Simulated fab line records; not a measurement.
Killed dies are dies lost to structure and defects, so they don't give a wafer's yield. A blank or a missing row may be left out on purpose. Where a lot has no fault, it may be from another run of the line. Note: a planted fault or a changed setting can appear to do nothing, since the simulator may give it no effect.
fab line records	flow ritCmos
record lots=14	wafers=42	lastDay=7
route steps=202 shown NSD@139
lots that met no fault: taken from a fault-free run of the same line
startH: start of the lot's first displayed wafer, in hours after the record's first day	waitH: hours since the lot's step before	" unchanged from the row above	L1.1+2: a single row standing in for several wafers	- no value, or no start was given	* or withheld: withheld	< > ~ a bound
route shown NAME@n: NAME is a module with steps in the file, n the number in the route of the first one	usual: average and standard deviation across the fault-free wafers	same: alike in all rows	chamber/n: place in a boat	sites: readings site by site	_std_site: their standard deviation	_edge_site: the outer-site mean with the inner-site mean subtracted	radiusMm: how far each site lies from the wafer's centre	mask NAME#n: copy n	behind: the tool/chamber that last shaped the wafer	hold: why the lot was held/for how many hours/how that ended	device: names the non-switching transistor (n, p or np)	end of line: tests run on the same wafers once the route is complete	a step without rows: its recipe alone	killed: dies that structure and defects cost at the first sort, which is not the same as the wafer's yield	map: shows each die of a wafer: x if killed, . if not, _ if none is there
set.NAME: the run value of the setting; set.NAME@STEP: its run value at that earlier step	model.NAME: the simulator's own value behind a step, which no gauge read
one table for each step of the route and one row for each wafer, over a sample of lots
services: when a tool's chamber went out of use (startH, in hours from the record's first day, below 0 if earlier), for how many hours, and the reason
## steps
# step RIT_NSD_IMPLANT_08
# recipe species=P	energyKev=25	doseCm2=1e+15	tiltDeg=7
# usual beamEnergyKeV=24.999/0.0076
lot.wafer	tool	chamber	startH	waitH	beamEnergyKeV
L687.4	implanter-01	0	53.00	0.1	24.993
L687.5	"	0	"	"	25.008
L687.6	"	0	"	"	25.002
L688.1	implanter-03	0	58.31	0.1	25.007
L688.3	"	0	"	"	24.996
L688.6	"	0	"	"	24.992
L690.3	implanter-03	0	67.89	0.1	25.011
L690.5	"	0	"	"	25.002
L690.6	"	0	"	"	25.001
L689.2	implanter-03	0	68.45	0.1	24.989
L689.3	"	0	"	"	24.980
L689.6	"	0	"	"	24.988
L691.2	implanter-01	0	71.83	0.1	25.002
L691.5	"	0	"	"	25.019
L691.6	"	0	"	"	24.995
L693.2	implanter-01	0	79.89	0.3	24.995
L693.3	"	0	"	"	24.995
L693.6	"	0	"	"	24.998
L692.2	implanter-01	0	82.00	0.1	25.002
L692.3	"	0	"	"	24.995
L692.4	"	0	"	"	25.004
L694.3	implanter-01	0	85.37	0.1	24.999
L694.4	"	0	"	"	24.996
L694.5	"	0	"	"	24.996
L695.2	implanter-01	0	88.89	0.1	24.993
L695.4	"	0	"	"	24.991
L695.6	"	0	"	"	24.990
L698.1	implanter-01	0	107.92	0.1	24.990
L698.2	"	0	"	"	24.997
L698.6	"	0	"	"	24.993
L701.1	implanter-01	0	119.23	0.1	26.850
L701.2	"	0	"	"	26.851
L701.6	"	0	"	"	26.856
L702.3	implanter-01	0	122.76	0.1	26.858
L702.4	"	0	"	"	26.855
L702.6	"	0	"	"	26.856
L703.2	implanter-01	0	127.86	0.1	26.854
L703.5	"	0	"	"	26.846
L703.6	"	0	"	"	26.856
L710.1	implanter-02	0	163.35	0.1	24.994
L710.4	"	0	"	"	24.993
L710.6	"	0	"	"	24.995
# step RIT_NSD_TW_MEAS_10
# usual NSD_TW=3124/22
lot.wafer	tool	chamber	startH	waitH	NSD_TW
L687.4	filmMetro-01	-	53.28	0.1	3118
L687.5	"	-	"	"	3121
L687.6	"	-	"	"	3129
L688.1	filmMetro-04	-	58.63	0.1	3144
L688.3	"	-	"	"	3129
L688.6	"	-	"	"	3153
L690.3	filmMetro-04	-	68.18	0.1	3145
L690.5	"	-	"	"	3158
L690.6	"	-	"	"	3138
L689.2	filmMetro-02	-	68.76	0.1	3130
L689.3	"	-	"	"	3103
L689.6	"	-	"	"	3110
L691.2	filmMetro-01	-	72.14	0.1	3132
L691.5	"	-	"	"	3116
L691.6	"	-	"	"	3116
L693.2	filmMetro-02	-	80.20	0.1	3103
L693.3	"	-	"	"	3112
L693.6	"	-	"	"	3100
L692.2	filmMetro-01	-	82.31	0.1	3119
L692.3	"	-	"	"	3116
L692.4	"	-	"	"	3107
L694.3	filmMetro-02	-	85.67	0.1	3112
L694.4	"	-	"	"	3108
L694.5	"	-	"	"	3122
L695.2	filmMetro-02	-	89.20	0.1	3097
L695.4	"	-	"	"	3116
L695.6	"	-	"	"	3087
L698.1	filmMetro-02	-	108.25	0.1	3079
L698.2	"	-	"	"	3076
L698.6	"	-	"	"	3080
L701.1	filmMetro-04	-	119.55	0.1	3195
L701.2	"	-	"	"	3207
L701.6	"	-	"	"	3214
L702.3	filmMetro-04	-	123.06	0.1	3194
L702.4	"	-	"	"	3187
L702.6	"	-	"	"	3191
L703.2	filmMetro-04	-	128.17	0.1	3229
L703.5	"	-	"	"	3202
L703.6	"	-	"	"	3206
L710.1	filmMetro-04	-	163.67	0.1	3138
L710.4	"	-	"	"	3147
L710.6	"	-	"	"	3132
# step RIT_SDANNEAL_RS_MEAS_05
# recipe thkMeasGauge=four-point-probe
# usual NSD_RS=84.52/0.28
lot.wafer	tool	chamber	startH	waitH	NSD_RS[ohm/sq]
L687.4	filmMetro-04	-	55.34	0.1	85.00
L687.5	"	-	"	"	85.22
L687.6	"	-	"	"	84.94
L688.1	filmMetro-01	-	60.90	0.1	84.76
L688.3	"	-	"	"	84.37
L688.6	"	-	"	"	84.64
L690.3	filmMetro-02	-	70.41	0.1	85.04
L690.5	"	-	"	"	84.78
L690.6	"	-	"	"	84.46
L689.2	filmMetro-04	-	70.97	0.1	84.39
L689.3	"	-	"	"	84.29
L689.6	"	-	"	"	84.62
L691.2	filmMetro-01	-	74.37	0.1	84.31
L691.5	"	-	"	"	84.09
L691.6	"	-	"	"	84.64
L693.2	filmMetro-02	-	82.92	0.1	84.57
L693.3	"	-	"	"	84.89
L693.6	"	-	"	"	85.04
L692.2	filmMetro-04	-	84.70	0.1	84.85
L692.3	"	-	"	"	84.80
L692.4	"	-	"	"	84.58
L694.3	filmMetro-02	-	88.25	0.1	84.85
L694.4	"	-	"	"	84.61
L694.5	"	-	"	"	84.43
L695.2	filmMetro-02	-	91.28	0.1	84.86
L695.4	"	-	"	"	84.85
L695.6	"	-	"	"	84.74
L698.1	filmMetro-04	-	110.78	0.1	84.02
L698.2	"	-	"	"	84.26
L698.6	"	-	"	"	84.34
L701.1	filmMetro-01	-	121.74	0.1	83.46
L701.2	"	-	"	"	83.46
L701.6	"	-	"	"	83.29
L702.3	filmMetro-02	-	125.26	0.1	84.02
L702.4	"	-	"	"	83.74
L702.6	"	-	"	"	83.92
L703.2	filmMetro-04	-	130.56	0.1	83.68
L703.5	"	-	"	"	83.39
L703.6	"	-	"	"	83.44
L710.1	filmMetro-02	-	166.50	0.1	84.20
L710.4	"	-	"	"	84.63
L710.6	"	-	"	"	84.91
## services
tool	chamber	startH	hours	kind
implanter-02	-	53.03	106.0	repair
implanter-01	-	53.08	16.3	pm
implanter-02	-	65.64	2.0	repair
implanter-03	-	69.36	92.4	pm
implanter-01	-	133.72	1.7	repair
implanter-01	-	141.19	3.8	repair
implanter-03	-	161.73	5.1	pm
## key
firstSign step=RIT_NSD_IMPLANT_08	reading=beamEnergyKeV	direction=up	sigmas=99+	usual=24.999	struck=26.854
effect step=RIT_NSD_TW_MEAS_10	reading=NSD_TW	direction=up	sigmas=3.6	usual=3124	struck=3203
effect step=RIT_SDANNEAL_RS_MEAS_05	reading=NSD_RS	direction=down	sigmas=3.3	usual=84.52	struck=83.60
metAt RIT_NSD_IMPLANT_08
struckLots L701,L702,L703
testerLeftOut L701,L702,L703
onsetBetween 107.92 119.23
fault kind=processParameterDrift	tool=implanter-01	chamber=-	onsetH=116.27	steps=RIT_NSD_IMPLANT_08	channel=energyKev	offset=1.85	shape=step	endH=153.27	actsIn=theseRecipesOnly	stated=25
# testerLeftOut: of these lots the tester's yield and bins aren't shown, on N5 and GAA mostly nor the transistor test; their killed dies are dies lost to structure and defects alone, not to doping, threshold or leakage, so they don't give the yield
